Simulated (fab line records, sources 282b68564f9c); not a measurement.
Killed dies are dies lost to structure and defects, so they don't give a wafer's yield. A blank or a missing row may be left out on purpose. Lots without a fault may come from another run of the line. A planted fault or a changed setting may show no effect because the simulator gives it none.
Which tool did it? | flow rit_cmos | 7 lots, 21 wafers sampled, at 2 steps of a route of 202

WHAT THE GAUGES READ, wafer by wafer
RIT_REOX_THK_MEAS_04.
lot  | measured    | on            | REOX_OXIDE_THK (nm)
L815 | day 3 07:51 | film_metro-03 | 25.7 25.6 25.6
L818 | day 3 23:22 | film_metro-04 | 24.5 24.4 24.7
L821 | day 4 08:53 | film_metro-01 | 23.7 23.6 23.5
L823 | day 4 22:29 | film_metro-04 | 25.7 24.9 25.5
L829 | day 6 01:24 | film_metro-01 | 25.3 25.3 25.1
L832 | day 6 15:53 | film_metro-01 | 25.2 25.4 25.2
L835 | day 7 07:51 | film_metro-01 | 26.6 26.9 26.4

WHICH TOOL RAN EACH LOT (tool, then ch and the chambers of the sampled wafers, then the start)
lot  | RIT_NWELL_SOFTBAKE_02
L815 | litho_track-01 ch 0, day 2 08:53
L818 | litho_track-01 ch 0, day 2 22:38
L821 | litho_track-03 ch 0, day 3 12:09
L823 | litho_track-03 ch 0, day 3 23:43
L829 | litho_track-01 ch 0, day 5 05:09
L832 | litho_track-01 ch 0, day 5 20:03
L835 | litho_track-01 ch 0, day 6 09:40
- RIT_NWELL_SOFTBAKE_02: time 60 s.

THE ANSWER, worked out from the rows above alone
Rule: what is usual is taken from the lots themselves. Put in order of their means at a reading, lots are off if they are a third of the lots or fewer, leave a main group of 4 or more, and stand apart from it by a gap of 3 or more times the standard deviation of the main group's means; of several such gaps the widest counts. A main group whose means are all the same, to the digits that the tables above print for the reading, isn't used. A lot without any number at a reading at which 4 lots or more have one is off too. The other lots that the step has rows for count as sound.
No lot is off at any reading shown: from this, nothing can be told.

WHAT THE SIMULATOR HAD PUT IN
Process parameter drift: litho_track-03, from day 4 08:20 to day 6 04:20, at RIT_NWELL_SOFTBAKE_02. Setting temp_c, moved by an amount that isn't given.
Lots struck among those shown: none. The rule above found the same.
